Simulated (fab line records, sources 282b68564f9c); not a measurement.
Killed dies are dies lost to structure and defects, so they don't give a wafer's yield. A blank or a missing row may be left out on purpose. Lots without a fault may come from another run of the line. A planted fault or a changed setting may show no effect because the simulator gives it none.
A struck lot beside a sound one | flow rit_cmos | 34 steps out of a route of 202
Sound: wafers L232.3, L232.4, L232.6. Struck: wafers L238.2, L238.3, L238.4. The cause comes at the end.
At each step with rows: each side's tool, then ch and its chambers, then its first start. Under that, the readings that differ: sound wafers | struck wafers | difference of the means | sigmas: that difference in standard deviations of wafers without a fault.
alike: readings whose means differ by less than 2 such deviations, and words and numbers that are the same on both sides. not compared: withheld readings, readings that some wafer has no value for, bounds like >300 that may hide the same value, and numbers for which the record gives no deviation and whose values overlap.
The two part at a step that has a row with sigmas, a row that says differs or no value, or rows on one side only. Numbers that don't overlap but have no deviation are shown without sigmas and don't part them. A reading that every wafer of one side lacks parts them only if that side has two wafers or more.

first, 2 steps without rows for these wafers: RIT_SPACER_CLEAN_02 (cleans in SC2, time 600 s); RIT_SPACER_CVD_03 (deposits Si3N4 from SiH2Cl2/NH3, target thk 250 nm, time 3300 s).
RIT_SPACER_THK_MEAS_04:
  sound on film_metro-04, day 5 19:09; struck on film_metro-01, day 7 04:47
  alike: SPACER_NITRIDE_THK
RIT_SPACER_ETCHBACK_05: etches Si3N4 in SF6/CHF3, stops on SiO2, target depth 250 nm, time 240 s.
  sound on rie_diel-04 ch 0,1,2, day 5 19:11; struck on rie_diel-04 ch 0,1, day 7 04:50
  alike: drypump_motor_current_A, oes_product_au, throttle_valve_pct
  not compared: rf_hours_counter_h
then, 6 steps without rows for these wafers: RIT_NSD_HMDS_00 (prime time 60 s); RIT_NSD_COAT_01 (resist thk 1000 nm); RIT_NSD_SOFTBAKE_02 (time 60 s); RIT_NSD_EXPOSE_03 (exposes mask M9, target cd 40700 nm); RIT_NSD_PEB_04; RIT_NSD_DEVELOP_05 (develop time 50 s).
RIT_NSD_OVL_MEAS_06:
  sound on overlay-01, day 5 20:20; struck on overlay-01, day 7 05:55
  alike: NSD_OVL
then, 1 step without rows for these wafers: RIT_NSD_HARDBAKE_07 (time 60 s).
RIT_NSD_IMPLANT_08:
  sound on implanter-04 ch 0, day 5 20:33; struck on implanter-04 ch 0, day 7 06:08
  reading            | sound                          | struck                        | difference | sigmas
  dose_ions_cm2      | 1.0002e+15 1.001e+15 1.001e+15 | 9.566e+14 9.551e+14 9.548e+14 | -4.523e+13 | -45
  faraday_current_uA | 3162 3148 3088                 | 2941 2974 2849                | -211       | -4
RIT_NSD_STRIP_09: strips in O2, time 180 s.
  sound on plasma_asher-03 ch 0,1, day 5 20:43; struck on plasma_asher-03 ch 0,1, day 7 06:15
  alike: drypump_motor_current_A, rf_refl_power_W
  not compared: rf_hours_counter_h
RIT_NSD_TW_MEAS_10:
  sound on film_metro-01, day 5 20:51; struck on film_metro-02, day 7 06:26
  alike: NSD_TW
then, 6 steps without rows for these wafers: RIT_PSD_HMDS_00 (prime time 60 s); RIT_PSD_COAT_01 (resist thk 1000 nm); RIT_PSD_SOFTBAKE_02 (time 60 s); RIT_PSD_EXPOSE_03 (exposes mask M10, target cd 40900 nm); RIT_PSD_PEB_04; RIT_PSD_DEVELOP_05 (develop time 50 s).
RIT_PSD_OVL_MEAS_06:
  sound on overlay-02, day 5 21:45; struck on overlay-02, day 7 07:32
  alike: PSD_OVL
then, 2 steps without rows for these wafers: RIT_PSD_HARDBAKE_07 (time 60 s); RIT_PSD_IMPLANT_08.
RIT_PSD_STRIP_09: strips in O2, time 180 s.
  sound on plasma_asher-03 ch 0,1, day 5 22:08; struck on plasma_asher-04 ch 0,1, day 7 07:52
  alike: drypump_motor_current_A, rf_refl_power_W
  not compared: rf_hours_counter_h
RIT_PSD_TW_MEAS_10:
  sound on film_metro-04, day 5 22:16; struck on film_metro-01, day 7 08:02
  alike: PSD_TW
then, 3 steps without rows for these wafers: RIT_SDANNEAL_CLEAN_00 (cleans in SC1, time 600 s); RIT_SDANNEAL_CLEAN_01 (cleans in dHF, time 30 s); RIT_SDANNEAL_CLEAN_02 (cleans in SC2, time 600 s).
RIT_SDANNEAL_RTA_03: time 5 s.
  sound on rtp_anneal-01 ch 0, day 5 22:42; struck on rtp_anneal-01 ch 0, day 7 08:28
  alike: wafer_temp_C_max
RIT_SDANNEAL_RS_MEAS_04: measures by four-point-probe.
  sound on film_metro-01, day 5 22:47; struck on film_metro-02, day 7 08:32
  reading         | sound             | struck            | difference | sigmas
  PSD_RS (ohm/sq) | 115.0 115.1 115.2 | 114.4 114.4 114.4 | -0.7       | -2
RIT_SDANNEAL_RS_MEAS_05: measures by four-point-probe.
  sound on film_metro-01, day 5 22:54; struck on film_metro-02, day 7 08:40
  reading         | sound             | struck            | difference | sigmas
  NSD_RS (ohm/sq) | 84.49 84.47 84.40 | 87.64 87.41 87.41 | +3.03      | +11
RIT_SDANNEAL_RS_MEAS_06: measures by four-point-probe.
  sound on film_metro-01, day 5 23:01; struck on film_metro-02, day 7 08:47
  reading          | sound             | struck            | difference | sigmas
  PLDD_RS (ohm/sq) | 179.2 178.9 179.0 | 178.0 177.8 177.9 | -1.1       | -2
RIT_M1_PROBE_99:
  sound on prober-02, day 6 06:32; struck on prober-02, day 7 16:08
  reading                              | sound             | struck            | difference | sigmas
  model.etest.contact_nplus.end_ohm_um | 41.39 42.47 43.33 | 46.61 46.87 48.42 | +4.90      |
  alike: killed_at_M0_to_M3, killed_at_front_end, killed_dies, killed_open, killed_short

WHERE THEY PART
First at RIT_NSD_IMPLANT_08; last, within this record, at RIT_SDANNEAL_RS_MEAS_06. Later steps at which nothing parts them and some readings are alike: RIT_M1_PROBE_99.

WHY: what the simulator had put in
Process parameter drift: implanter-04, from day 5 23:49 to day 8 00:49, at RIT_NSD_IMPLANT_08. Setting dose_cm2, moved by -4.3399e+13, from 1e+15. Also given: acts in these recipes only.
